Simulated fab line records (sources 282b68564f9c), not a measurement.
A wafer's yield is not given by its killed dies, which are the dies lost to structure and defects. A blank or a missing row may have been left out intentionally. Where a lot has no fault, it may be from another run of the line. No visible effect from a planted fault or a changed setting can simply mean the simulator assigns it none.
A struck lot beside a sound one    flow ritCmos    15 out of 202 route steps
Sound: wafers L935.1, L935.2, L935.5. Wafers L942.1, L942.4, L942.6 were the ones struck. Last of all comes the cause.
For every step that has rows: the tool of each side, followed by ch and its chambers, followed by its first start. Under that, the readings that differ: sound wafers    struck wafers    difference of the means    sigmas: that difference in standard deviations of wafers without a fault.
alike: readings with means less than 2 such deviations apart, plus words and numbers identical on both sides. not compared: withheld readings, readings lacking a value on some wafer, bounds such as >300 that could conceal the same value, and numbers that have no deviation in the record and whose values overlap.
Wherever a step has rows on one side only, a row that says differs or no value, or a row with sigmas, the two part there. When numbers do not overlap yet have no deviation, they are printed without sigmas and do not part them. A reading missing from all wafers of one side parts the sides only when that side holds two or more wafers.

first, 1 step without rows for these wafers: RIT_PLDD_IMPLANT_08.
RIT_PLDD_STRIP_09: strips in O2, time 180 s.
  sound on plasmaAsher-03 ch 0,1, day 4 07:02; struck on plasmaAsher-04 ch 1, day 5 22:46
  alike: drypumpMotorCurrentA
  not compared: rfHoursCounterH
RIT_PLDD_TW_MEAS_10:
  sound: filmMetro-03 at day 4 07:12; struck: filmMetro-03 at day 5 22:56
  alike: PLDD_TW
then, 4 steps without rows for these wafers: RIT_SPACER_CLEAN_00 (cleans in SC1, time 600 s); RIT_SPACER_CLEAN_01 (cleans in dHF, time 29.54 s); RIT_SPACER_CLEAN_02 (cleans in SC2, time 600 s); RIT_SPACER_CVD_03 (deposits Si3N4 from SiH2Cl2/NH3, target thk 250 nm, time 3300 s).
RIT_SPACER_THK_MEAS_04:
  sound: filmMetro-03 at day 4 10:31; struck: filmMetro-03 at day 6 06:56
  alike: SPACER_NITRIDE_THK
RIT_SPACER_ETCHBACK_05: etches Si3N4 in SF6/CHF3, stops on SiO2, target depth 250 nm, time 240 s.
  sound on rieDiel-01 ch 0,2,3, day 4 10:35; struck on rieDiel-03 ch 0,3, day 6 07:00
  alike: drypumpMotorCurrentA, oesProductAu, throttleValvePct
  not compared: rfHoursCounterH
then, 3 steps without rows for these wafers: RIT_NSD_HMDS_00 (prime time 60 s); RIT_NSD_COAT_01 (resist thk 1000 nm); RIT_NSD_SOFTBAKE_02 (time 60 s).
RIT_NSD_EXPOSE_03: exposes mask M9, target cd 40700 nm.
  sound on ilineStepper-01 ch 0, day 4 11:32; struck on ilineStepper-01 ch 0, day 6 07:36
reading  sound           struck                   difference  sigmas
mask     M9#0 M9#0 M9#0  M9_R1#0 M9_R1#0 M9_R1#0  differs     
next, for these wafers, 1 step has no rows: RIT_NSD_PEB_04.
RIT_M1_PROBE_99:
  rows exist in the record for the sound wafers here (prober-01, day 4 23:07), none for the struck ones

## WHERE THEY PART
Earliest at RIT_NSD_EXPOSE_03; latest, in this record, at RIT_M1_PROBE_99.

WHY: whatever the simulator had introduced
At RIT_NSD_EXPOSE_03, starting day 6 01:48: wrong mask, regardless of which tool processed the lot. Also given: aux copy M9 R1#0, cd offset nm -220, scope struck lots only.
